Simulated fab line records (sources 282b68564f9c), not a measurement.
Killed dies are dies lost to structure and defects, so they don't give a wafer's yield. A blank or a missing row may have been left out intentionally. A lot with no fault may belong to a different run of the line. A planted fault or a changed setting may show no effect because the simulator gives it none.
fab line records	flow rit-cmos
[record] lots = 6	wafers = 18	last-day = 7
route steps=202 shown REOX@99 NLDD@103 PLDD@114 SPACER@125 NSD@131 M1@202
lots with no fault: from the same line, run without faults
start-h: hours from the record's first day to the start of the lot's first wafer shown	wait-h: hours elapsed since this lot's preceding step	" same as the row above	L1.1+2: several wafers, shown together as one row	- no value present, or no start provided	* or withheld: withheld	< > ~ a bound
route shown NAME@n: NAME is a module with steps in the file, n the number in the route of the first one	usual: the fault-free wafers' mean and standard deviation	same: alike in all rows	chamber/n: place in a boat	sites: the reading at each site	_std_site: the standard deviation of these	_edge_site: outer sites' mean less inner sites'	radius-mm: for every site, how far away it sits from the centre of the wafer	mask NAME#n: copy n	behind: the most recent tool/chamber to have shaped the wafer	hold: reason for holding the lot/hours on hold/outcome of the hold	device: which transistor (n, p or np) failed to switch	end of line: at the end of the route, the tests of the same wafers	where a step has no rows: the recipe by itself	killed: dies lost to structure and defects at the first sort, not the wafer's yield	map: a wafer's dies, x killed, . not, _ none there
set.NAME: the setting that was run; set.NAME@STEP: the one run at that earlier step	model.NAME: the simulator's own value behind a step, which no gauge read
lots seen at some steps along the route; tables by step, rows by wafer
services: the hour from which a tool's chamber was out of use, counted from the record's first day as start-h (under 0 if before that day), plus the number of hours and why
[[steps]]
[step RIT_REOX_CLEAN_01]
[recipe] chemistry = dHF	dilution = 50:1	time-s = 30
[step RIT_REOX_CLEAN_02]
[recipe] chemistry = SC2	mix = 3:3:50	time-s = 600	temp-c = 75	dry = n2-spin
[step RIT_REOX_OXIDATION_03]
[recipe] temp-c = 900	ambient = O2	target-thk-a = 252	ox-time-s = 5580
[step RIT_REOX_THK_MEAS_04]
[recipe] reads = SiO2_of_REOX_OXIDATION_03
[usual] REOX_OXIDE_THK = 25.0/0.49
lot.wafer	tool	chamber	start-h	wait-h	REOX_OXIDE_THK[nm]
L323.2	film-metro-04	-	60.89	0.0	25.7
L323.3	"	-	"	"	25.6
L323.5	"	-	"	"	25.7
L328.2	film-metro-03	-	85.24	0.0	25.0
L328.3	"	-	"	"	25.3
L328.5	"	-	"	"	24.7
L329.1	film-metro-04	-	90.36	0.0	25.2
L329.3	"	-	"	"	25.1
L329.4	"	-	"	"	25.0
L332.1	film-metro-04	-	105.73	0.0	24.7
L332.4	"	-	"	"	24.5
L332.5	"	-	"	"	24.8
L335.1	film-metro-04	-	120.30	0.0	25.1
L335.2	"	-	"	"	25.0
L335.5	"	-	"	"	25.0
L342.4	film-metro-03	-	154.63	0.0	24.1
L342.5	"	-	"	"	24.2
L342.6	"	-	"	"	24.1
[step RIT_NLDD_HMDS_00]
[recipe] prime-time-s = 60	prime-temp-c = 140
[step RIT_NLDD_COAT_01]
[recipe] resist = NOVOLAK	spin-rpm = 3250	resist-thk-nm = 1000
[step RIT_NLDD_SOFTBAKE_02]
[recipe] resist = NOVOLAK	temp-c = 90	time-s = 60
[step RIT_NLDD_EXPOSE_03]
[recipe] mask-id = M7	na = 0.57	target-cd-nm = 40700	dose-mj = 250
[step RIT_NLDD_PEB_04]
[recipe] resist = NOVOLAK	temp-c = withheld	time-s = withheld
[step RIT_NLDD_DEVELOP_05]
[recipe] resist = NOVOLAK	develop-time-s = 50	dev-temp-c = 23
[step RIT_NLDD_OVL_MEAS_06]
[usual] NLDD_OVL = 1.0/1.3
lot.wafer	tool	chamber	start-h	wait-h	NLDD_OVL[nm]
L323.2	overlay-02	-	61.92	-	0.5
L323.3	"	-	"	"	1.2
L323.5	"	-	"	"	-0.9
L328.2	overlay-02	-	86.27	-	1.8
L328.3	"	-	"	"	1.5
L328.5	"	-	"	"	3.7
L329.1	overlay-02	-	91.27	-	1.3
L329.3	"	-	"	"	0.8
L329.4	"	-	"	"	-2.6
L332.1	overlay-01	-	106.64	-	4.2
L332.4	"	-	"	"	1.8
L332.5	"	-	"	"	1.0
L335.1	overlay-01	-	121.34	-	3.4
L335.2	"	-	"	"	1.6
L335.5	"	-	"	"	3.5
L342.4	overlay-02	-	155.66	-	0.7
L342.5	"	-	"	"	2.7
L342.6	"	-	"	"	1.9
[step RIT_NLDD_HARDBAKE_07]
[recipe] resist = NOVOLAK	temp-c = 140	time-s = 60
[step RIT_NLDD_IMPLANT_08]
[recipe] species = P	energy-kev = 20	dose-cm2 = 5e+14	tilt-deg = 7
[usual] dose-ions-cm2 = 5e+14/5.2e+11
[same] implant-ion-amu = 31
lot.wafer	tool	chamber	start-h	wait-h	dose-ions-cm2
L323.2	implanter-03	0	62.12	0.1	5.005e+14
L323.3	"	0	"	"	5e+14
L323.5	"	0	"	"	5.003e+14
L328.2	implanter-02	0	86.47	0.1	5.096e+14
L328.3	"	0	"	"	5.084e+14
L328.5	"	0	"	"	5.092e+14
L329.1	implanter-02	0	91.45	0.1	5.086e+14
L329.3	"	0	"	"	5.087e+14
L329.4	"	0	"	"	5.076e+14
L332.1	implanter-03	0	106.82	0.1	4.995e+14
L332.4	"	0	"	"	5.002e+14
L332.5	"	0	"	"	4.996e+14
L335.1	implanter-03	0	121.67	0.1	4.992e+14
L335.2	"	0	"	"	4.996e+14
L335.5	"	0	"	"	4.994e+14
L342.4	implanter-03	0	155.90	0.1	5.001e+14
L342.5	"	0	"	"	5.002e+14
L342.6	"	0	"	"	5.006e+14
[step RIT_NLDD_STRIP_09]
[recipe] chemistry = O2	time-s = 180	resist = NOVOLAK	platen-temp-c = withheld	power-w = 500	pressure-mtorr = 4000	o2-flow-sccm = 4000
[usual] chamber-pressure-mTorr = 4000/3.2	drypump-motor-current-A = 5.4/0.57
lot.wafer	tool	chamber	start-h	wait-h	chamber-pressure-mTorr	drypump-motor-current-A	rf-hours-counter-h
L323.2	plasma-asher-04	1	62.25	0.1	3999	4.7	29
L323.3	"	0	"	"	3996	5.7	-
L323.5	"	1	"	"	4001	4.7	-
L328.2	plasma-asher-01	1	86.60	0.1	4002	5.3	43
L328.3	"	1	"	"	3996	5.3	-
L328.5	"	0	"	"	4002	5.3	-
L329.1	plasma-asher-04	0	91.60	0.1	3998	5.7	32
L329.3	"	0	"	"	4000	5.7	-
L329.4	"	1	"	"	4001	4.7	-
L332.1	plasma-asher-02	1	106.97	0.1	3999	6.6	47
L332.4	"	1	"	"	4000	6.6	-
L332.5	"	0	"	"	3999	5.2	-
L335.1	plasma-asher-04	0	121.82	0.1	4001	5.7	35
L335.2	"	1	"	"	4001	4.7	35
L335.5	"	0	"	"	3996	5.7	-
L342.4	plasma-asher-04	0	156.03	0.1	3995	5.7	-
L342.5	"	0	"	"	4002	5.7	-
L342.6	"	1	"	"	4000	4.7	-
[step RIT_NLDD_TW_MEAS_10]
[usual] NLDD_TW = 2495/16
lot.wafer	tool	chamber	start-h	wait-h	NLDD_TW
L323.2	film-metro-01	-	62.43	0.1	2470
L323.3	"	-	"	"	2480
L323.5	"	-	"	"	2486
L328.2	film-metro-01	-	86.78	0.1	2499
L328.3	"	-	"	"	2495
L328.5	"	-	"	"	2485
L329.1	film-metro-01	-	91.78	0.1	2498
L329.3	"	-	"	"	2499
L329.4	"	-	"	"	2497
L332.1	film-metro-01	-	107.15	0.1	2494
L332.4	"	-	"	"	2467
L332.5	"	-	"	"	2458
L335.1	film-metro-04	-	122.00	0.1	2522
L335.2	"	-	"	"	2500
L335.5	"	-	"	"	2511
L342.4	film-metro-01	-	156.18	0.1	2486
L342.5	"	-	"	"	2495
L342.6	"	-	"	"	2500
[step RIT_PLDD_HMDS_00]
[recipe] prime-time-s = 60	prime-temp-c = 140
[step RIT_PLDD_COAT_01]
[recipe] resist = NOVOLAK	spin-rpm = 3250	resist-thk-nm = 1000
[step RIT_PLDD_SOFTBAKE_02]
[recipe] resist = NOVOLAK	temp-c = 90	time-s = 60
[step RIT_PLDD_EXPOSE_03]
[recipe] mask-id = M8	na = 0.57	target-cd-nm = 40900	dose-mj = 250
[step RIT_PLDD_PEB_04]
[recipe] resist = NOVOLAK	temp-c = withheld	time-s = withheld
[step RIT_PLDD_DEVELOP_05]
[recipe] resist = NOVOLAK	develop-time-s = 50	dev-temp-c = 23
[step RIT_PLDD_OVL_MEAS_06]
[usual] PLDD_OVL = 0.0/1.4
lot.wafer	tool	chamber	start-h	wait-h	PLDD_OVL[nm]
L323.2	overlay-02	-	63.34	-	0.7
L323.3	"	-	"	"	0.3
L323.5	"	-	"	"	-1.2
L328.2	overlay-02	-	87.81	-	-0.7
L328.3	"	-	"	"	-0.6
L328.5	"	-	"	"	-1.7
L329.1	overlay-02	-	92.69	-	-1.0
L329.3	"	-	"	"	-1.6
L329.4	"	-	"	"	1.0
L332.1	overlay-01	-	108.06	-	-0.5
L332.4	"	-	"	"	-1.3
L332.5	"	-	"	"	0.0
L335.1	overlay-02	-	122.91	-	2.0
L335.2	"	-	"	"	2.0
L335.5	"	-	"	"	2.4
L342.4	overlay-01	-	157.20	-	-1.7
L342.5	"	-	"	"	0.4
L342.6	"	-	"	"	-1.0
[step RIT_PLDD_HARDBAKE_07]
[recipe] resist = NOVOLAK	temp-c = 140	time-s = 60
[step RIT_PLDD_IMPLANT_08]
[recipe] species = BF2	energy-kev = 20	dose-cm2 = 9e+14	tilt-deg = 7
[step RIT_PLDD_STRIP_09]
[recipe] chemistry = O2	time-s = 180	resist = NOVOLAK	platen-temp-c = withheld	power-w = 500	pressure-mtorr = 4000	o2-flow-sccm = 4000
[usual] chamber-pressure-mTorr = 4000/3.5	drypump-motor-current-A = 5.4/0.31
lot.wafer	tool	chamber	start-h	wait-h	chamber-pressure-mTorr	drypump-motor-current-A	rf-hours-counter-h
L323.2	plasma-asher-04	1	63.67	0.1	4001	4.7	29
L323.3	"	1	"	"	4000	4.7	-
L323.5	"	0	"	"	4009	5.7	-
L328.2	plasma-asher-03	0	88.14	0.1	4000	5.6	44
L328.3	"	0	"	"	3994	5.6	-
L328.5	"	0	"	"	4002	5.6	-
L329.1	plasma-asher-01	0	93.03	0.1	4000	5.3	44
L329.3	"	0	"	"	4009	5.2	-
L329.4	"	1	"	"	3997	5.3	-
L332.1	plasma-asher-04	0	108.39	0.1	3999	5.7	34
L332.4	"	0	"	"	3993	5.7	-
L332.5	"	0	"	"	3999	5.7	-
L335.1	plasma-asher-03	0	123.25	0.1	3998	5.7	1
L335.2	"	1	"	"	4002	5.6	1
L335.5	"	0	"	"	4006	5.6	-
L342.4	plasma-asher-01	1	157.58	0.1	4000	5.3	-
L342.5	"	0	"	"	3999	5.3	-
L342.6	"	1	"	"	3995	5.3	-
[step RIT_PLDD_TW_MEAS_10]
[usual] PLDD_TW = 2358/16
lot.wafer	tool	chamber	start-h	wait-h	PLDD_TW
L323.2	film-metro-01	-	63.85	0.1	2329
L323.3	"	-	"	"	2344
L323.5	"	-	"	"	2328
L328.2	film-metro-02	-	88.33	0.1	2346
L328.3	"	-	"	"	2337
L328.5	"	-	"	"	2344
L329.1	film-metro-04	-	93.20	0.1	2369
L329.3	"	-	"	"	2361
L329.4	"	-	"	"	2365
L332.1	film-metro-04	-	108.57	0.1	2352
L332.4	"	-	"	"	2339
L332.5	"	-	"	"	2348
L335.1	film-metro-01	-	123.42	0.1	2334
L335.2	"	-	"	"	2339
L335.5	"	-	"	"	2336
L342.4	film-metro-04	-	157.73	0.1	2352
L342.5	"	-	"	"	2376
L342.6	"	-	"	"	2361
[step RIT_SPACER_CLEAN_00]
[recipe] chemistry = SC1	mix = 3:3:50	time-s = 600	temp-c = 75
[step RIT_SPACER_CLEAN_01]
[recipe] chemistry = dHF	dilution = 50:1	time-s = 30
[step RIT_SPACER_CLEAN_02]
[recipe] chemistry = SC2	mix = 3:3:50	time-s = 600	temp-c = 75	dry = n2-spin
[step RIT_SPACER_CVD_03]
[recipe] material = Si3N4	target-thk-nm = 250	temp-c = 810	precursor = SiH2Cl2/NH3	time-s = 3300	pressure-mtorr = 300	sih2cl2-flow-sccm = 60	nh3-flow-sccm = 150
[step RIT_SPACER_THK_MEAS_04]
[recipe] reads = Si3N4_of_SPACER_CVD_03
[usual] SPACER_NITRIDE_THK = 249.7/2.4
lot.wafer	tool	chamber	start-h	wait-h	SPACER_NITRIDE_THK[nm]
L323.2	film-metro-03	-	66.20	0.0	247.3
L323.3	"	-	"	"	249.1
L323.5	"	-	"	"	250.2
L328.2	film-metro-01	-	90.69	0.0	252.6
L328.3	"	-	"	"	255.5
L328.5	"	-	"	"	252.6
L329.1	film-metro-01	-	95.55	0.0	255.0
L329.3	"	-	"	"	255.8
L329.4	"	-	"	"	253.3
L332.1	film-metro-02	-	110.91	0.0	250.9
L332.4	"	-	"	"	250.4
L332.5	"	-	"	"	249.1
L335.1	film-metro-02	-	125.76	0.0	248.1
L335.2	"	-	"	"	247.6
L335.5	"	-	"	"	247.8
L342.4	film-metro-01	-	160.10	0.0	251.1
L342.5	"	-	"	"	252.5
L342.6	"	-	"	"	251.8
[step RIT_SPACER_ETCHBACK_05]
[recipe] target-depth-a = 2500	SF6_flow_sccm = 30	CHF3_flow_sccm = 30	target = Si3N4	chemistry = SF6/CHF3	pressure-mtorr = 40	rf-w = 250	time-s = 240	stop-on = SiO2
[usual] chamber-pressure-mTorr = 40.00/0.037	drypump-motor-current-A = 5.7/0.57	oes-product-au = 0.840/0.013	rf-fwd-power-W = 249.2/0.86	throttle-valve-pct = 10.28/0.13
lot.wafer	tool	chamber	start-h	wait-h	chamber-pressure-mTorr	drypump-motor-current-A	oes-product-au	rf-fwd-power-W	rf-hours-counter-h	throttle-valve-pct
L323.2	rie-diel-02	1	66.25	0.0	40.04	5.6	0.843	248.8	5	10.43
L323.3	"	2	"	"	39.97	4.9	0.851	250.6	141	10.20
L323.5	"	1	"	"	39.98	5.5	0.841	248.4	-	10.43
L328.2	rie-diel-03	1	90.74	0.0	40.01	6.3	0.840	249.1	3	10.21
L328.3	"	3	"	"	39.92	6.2	0.844	250.5	138	10.43
L328.5	"	3	"	"	40.00	6.2	0.844	249.9	-	10.42
L329.1	rie-diel-02	3	95.61	0.1	39.97	4.9	0.830	249.4	73	10.43
L329.3	"	1	"	"	40.01	5.6	0.861	248.9	5	10.44
L329.4	"	2	"	"	40.02	4.9	0.866	250.4	142	10.21
L332.1	rie-diel-02	1	110.97	0.1	40.02	5.6	0.851	250.7	5	10.44
L332.4	"	0	"	"	40.01	5.5	0.845	249.6	121	10.45
L332.5	"	3	"	"	40.00	4.9	0.811	249.2	-	10.44
L335.1	rie-diel-02	2	125.82	0.1	39.99	4.9	0.844	248.5	142	10.20
L335.2	"	0	"	"	39.98	5.5	0.846	249.1	121	10.45
L335.5	"	3	"	"	39.98	4.9	0.819	249.1	-	10.43
L342.4	rie-diel-02	2	160.13	0.0	40.03	4.9	0.856	250.4	143	10.20
L342.5	"	3	"	"	40.01	4.9	0.814	249.7	-	10.45
L342.6	"	0	"	"	40.03	5.5	0.854	249.1	-	10.43
[step RIT_NSD_HMDS_00]
[recipe] prime-time-s = 60	prime-temp-c = 140
[step RIT_NSD_COAT_01]
[recipe] resist = NOVOLAK	spin-rpm = 3250	resist-thk-nm = 1000
[step RIT_NSD_SOFTBAKE_02]
[recipe] resist = NOVOLAK	temp-c = 90	time-s = 60
[step RIT_NSD_EXPOSE_03]
[recipe] mask-id = M9	na = 0.57	target-cd-nm = 40700	dose-mj = 250
[step RIT_NSD_PEB_04]
[recipe] resist = NOVOLAK	temp-c = withheld	time-s = withheld
[step RIT_NSD_DEVELOP_05]
[recipe] resist = NOVOLAK	develop-time-s = 50	dev-temp-c = 23
[step RIT_NSD_OVL_MEAS_06]
[usual] NSD_OVL = 0.0/1.2
lot.wafer	tool	chamber	start-h	wait-h	NSD_OVL[nm]
L323.2	overlay-01	-	67.33	-	-0.1
L323.3	"	-	"	"	2.1
L323.5	"	-	"	"	-0.1
L328.2	overlay-01	-	91.75	-	-1.4
L328.3	"	-	"	"	1.5
L328.5	"	-	"	"	1.0
L329.1	overlay-01	-	96.61	-	0.4
L329.3	"	-	"	"	-0.3
L329.4	"	-	"	"	-0.1
L332.1	overlay-02	-	111.97	-	0.4
L332.4	"	-	"	"	2.5
L332.5	"	-	"	"	1.3
L335.1	overlay-02	-	127.01	-	0.8
L335.2	"	-	"	"	-0.5
L335.5	"	-	"	"	-0.3
L342.4	overlay-02	-	161.15	-	-0.8
L342.5	"	-	"	"	1.4
L342.6	"	-	"	"	0.2
[step RIT_NSD_HARDBAKE_07]
[recipe] resist = NOVOLAK	temp-c = 140	time-s = 60
[step RIT_NSD_IMPLANT_08]
[recipe] species = P	energy-kev = 25	dose-cm2 = 1e+15	tilt-deg = 7
[step RIT_NSD_STRIP_09]
[recipe] chemistry = O2	time-s = 180	resist = NOVOLAK	platen-temp-c = withheld	power-w = 500	pressure-mtorr = 4000	o2-flow-sccm = 4000
[usual] chamber-pressure-mTorr = 3999/3.8	drypump-motor-current-A = 5.7/0.6
lot.wafer	tool	chamber	start-h	wait-h	chamber-pressure-mTorr	drypump-motor-current-A	rf-hours-counter-h
L323.2	plasma-asher-02	0	67.66	0.1	4005	5.3	43
L323.3	"	0	"	"	4000	5.3	-
L323.5	"	0	"	"	4006	5.3	-
L328.2	plasma-asher-02	1	92.08	0.1	3999	6.6	45
L328.3	"	1	"	"	3995	6.6	-
L328.5	"	0	"	"	4000	5.2	-
L329.1	plasma-asher-04	0	96.94	0.1	3998	5.7	32
L329.3	"	0	"	"	3998	5.7	-
L329.4	"	1	"	"	4001	4.7	-
L332.1	plasma-asher-02	1	112.31	0.1	4000	6.6	47
L332.4	"	0	"	"	4001	5.2	-
L332.5	"	0	"	"	3998	5.3	-
L335.1	plasma-asher-04	1	127.34	0.1	4001	4.7	36
L335.2	"	0	"	"	3990	5.7	36
L335.5	"	0	"	"	4002	5.7	-
L342.4	plasma-asher-02	0	161.52	0.1	3995	5.3	-
L342.5	"	1	"	"	3998	6.6	-
L342.6	"	0	"	"	3988	5.3	-
[step RIT_SDANNEAL_RS_MEAS_07]
[recipe] thk-meas-gauge = four-point-probe
[usual] NLDD_RS = 151.8/0.5
lot.wafer	tool	chamber	start-h	wait-h	NLDD_RS[ohm/sq]
L323.2	film-metro-01	-	70.14	0.1	150.5
L323.3	"	-	"	"	151.3
L323.5	"	-	"	"	150.7
L328.2	film-metro-01	-	94.72	0.1	149.3
L328.3	"	-	"	"	149.8
L328.5	"	-	"	"	150.3
L329.1	film-metro-04	-	99.38	0.1	149.2
L329.3	"	-	"	"	149.0
L329.4	"	-	"	"	149.5
L332.1	film-metro-02	-	114.75	0.1	152.0
L332.4	"	-	"	"	151.6
L332.5	"	-	"	"	151.8
L335.1	film-metro-02	-	129.91	0.1	152.0
L335.2	"	-	"	"	151.2
L335.5	"	-	"	"	152.0
L342.4	film-metro-02	-	163.98	0.1	151.8
L342.5	"	-	"	"	152.0
L342.6	"	-	"	"	151.6
[step RIT_M1_PROBE_99]
[usual] killed_at_M0_to_M3 = 0.0/0.14	killed-at-contacts = 0.1/0.36	killed-at-front-end = 7/3.4	killed-dies = 7/3.4	killed-open = 3.3/2	killed-short = 3.8/2.4
[same] gross-dies = 264	killed_at_M4_up = 0	killed-at-back-side = 0	killed-at-other = 0
lot.wafer	tool	chamber	start-h	wait-h	killed_at_M0_to_M3	killed-at-contacts	killed-at-front-end	killed-dies	killed-open	killed-short
L323.2	prober-02	-	77.28	0.1	0	2	1	3	0	1
L323.3	prober-02	-	77.33	0.2	0	0	9	9	4	5
L323.5	prober-02	-	77.43	0.2	0	1	6	7	3	3
L328.2	prober-01	-	101.99	0.1	0	0	4	4	2	2
L328.3	prober-01	-	102.04	0.2	0	0	7	7	2	5
L328.5	prober-01	-	102.14	0.2	0	0	4	4	1	3
L329.1	prober-02	-	106.65	0.1	0	0	6	6	2	4
L329.3	prober-02	-	106.75	0.2	0	0	8	8	3	5
L329.4	prober-02	-	106.80	0.2	0	0	8	8	1	7
L332.1	prober-01	-	121.86	0.1	0	0	2	2	2	0
L332.4	prober-01	-	122.01	0.2	0	1	8	9	3	6
L332.5	prober-01	-	122.06	0.2	0	0	13	13	5	8
L335.1	prober-02	-	137.14	0.1	0	0	5	5	2	3
L335.2	prober-02	-	137.19	0.1	1	0	7	8	4	3
L335.5	prober-02	-	137.34	0.2	0	0	7	7	7	0
L342.4	prober-01	-	171.11	0.2	0	0	8	8	2	6
L342.5	prober-01	-	171.16	0.2	0	0	8	8	7	1
L342.6	prober-01	-	171.21	0.2	0	0	9	9	3	5
// killed by level:class
L323.2 CONTACT:coat-microbubble-printed=2 GATE:geometric-particle:short=1
L323.3 GATE:geometric-particle:short=2 SILICIDE:geometric-particle:open=2 FOX1:geometric-particle:short=1 GATE:geometric-particle:open=1 REOX:geometric-particle:short=1 SPACER:geometric-particle:open=1 SPACER:geometric-particle:short=1
L323.5 GATE:geometric-particle:short=2 GATE:geometric-particle:open=1 REOX:geometric-particle:open=1 SPACER:geometric-particle:short=1 SILICIDE:geometric-particle:open=1 CONTACT:coat-microbubble-printed=1
L328.2 GATE:geometric-particle:short=1 GATE:geometric-particle:open=1 REOX:geometric-particle:short=1 SILICIDE:geometric-particle:open=1
L328.3 GATE:geometric-particle:short=3 GATE:geometric-particle:open=2 FOX2:geometric-particle:short=1 REOX:geometric-particle:short=1
L328.5 FOX1:geometric-particle:short=2 FOX2:geometric-particle:short=1 GATE:geometric-particle:open=1
L329.1 FOX2:geometric-particle:short=2 FOX1:geometric-particle:short=1 FOX1:geometric-particle:open=1 FOX2:geometric-particle:open=1 GATE:geometric-particle:short=1
L329.3 FOX1:geometric-particle:open=1 FOX1:geometric-particle:short=1 FOX2:geometric-particle:short=1 GATE:geometric-particle:short=1 GATE:geometric-particle:open=1 REOX:geometric-particle:short=1 SPACER:geometric-particle:short=1 SILICIDE:geometric-particle:open=1
L329.4 SILICIDE:geometric-particle:short=2 FOX1:geometric-particle:open=1 FOX1:geometric-particle:short=1 FOX2:geometric-particle:short=1 GATE:geometric-particle:short=1 REOX:geometric-particle:short=1 SPACER:geometric-particle:short=1
L332.1 GATE:geometric-particle:open=1 SPACER:geometric-particle:open=1
L332.4 SILICIDE:geometric-particle:short=3 GATE:geometric-particle:open=2 FOX1:geometric-particle:open=1 GATE:geometric-particle:short=1 REOX:geometric-particle:short=1 CONTACT:geometric-particle:short=1
L332.5 GATE:geometric-particle:short=2 SPACER:geometric-particle:open=2 SILICIDE:geometric-particle:short=2 FOX1:geometric-particle:short=1 FOX2:geometric-particle:open=1 FOX2:geometric-particle:short=1 GATE:geometric-particle:open=1 REOX:geometric-particle:short=1
L335.1 GATE:geometric-particle:open=2 GATE:geometric-particle:short=1 SPACER:geometric-particle:short=1 SILICIDE:geometric-particle:short=1
L335.2 SPACER:geometric-particle:open=2 SPACER:geometric-particle:short=2 FOX1:geometric-particle:short=1 GATE:geometric-particle:open=1 REOX:geometric-particle:open=1 M1:coat-microbubble-printed=1
L335.5 GATE:geometric-particle:open=4 SILICIDE:geometric-particle:open=2 REOX:geometric-particle:open=1
L342.4 SILICIDE:geometric-particle:short=3 FOX1:geometric-particle:short=1 FOX1:geometric-particle:open=1 FOX2:geometric-particle:short=1 GATE:geometric-particle:short=1 SPACER:geometric-particle:open=1
L342.5 FOX1:geometric-particle:open=3 SPACER:geometric-particle:open=3 GATE:geometric-particle:open=1 SILICIDE:geometric-particle:short=1
L342.6 FOX1:geometric-particle:short=2 GATE:geometric-particle:open=2 SPACER:geometric-particle:short=2 GATE:geometric-particle:short=1 SILICIDE:geometric-particle:open=1 ACTIVE:coat-microbubble-printed=1
[[services]]
tool	chamber	start-h	hours	kind
implanter-02	-	47.09	17.3	pm
plasma-asher-01	-	53.02	4.2	repair
rie-diel-03	3	55.28	1.9	repair
rie-diel-03	2	70.65	23.3	repair
plasma-asher-03	-	108.75	9.0	pm
plasma-asher-03	0	108.75	9.0	vent-cycle
plasma-asher-03	1	108.75	9.0	vent-cycle
plasma-asher-03	0	117.75	-	clean
plasma-asher-03	1	117.75	-	clean
plasma-asher-03	-	137.99	23.6	repair
rie-diel-02	2	141.22	6.8	repair
rie-diel-03	2	152.15	4.2	repair
[[key]]
[first-sign] step = RIT_NLDD_IMPLANT_08	reading = dose-ions-cm2	direction = up	sigmas = 17	usual = 5e+14	struck = 5.087e+14
[effect] step = RIT_SDANNEAL_RS_MEAS_07	reading = NLDD_RS	direction = down	sigmas = 4.6	usual = 151.8	struck = 149.5
met-at RIT_NLDD_IMPLANT_08
struck-wafers L328.2,L328.3,L328.5,L329.1,L329.3,L329.4
tester-left-out L328,L329
[fault] kind = process-parameter-drift	tool = implanter-02	chamber = -	onset-h = 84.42	steps = RIT_NLDD_IMPLANT_08	channel = dose-cm2	offset = 8.9805e+12	shape = step	end-h = 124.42	acts-in = these-recipes-only	stated = 5e+14
// tester-left-out: of these lots the tester's yield and bins aren't shown, on N5 and GAA mostly nor the transistor test; their killed dies are dies lost to structure and defects alone, not to doping, threshold or leakage, so they don't give the yield
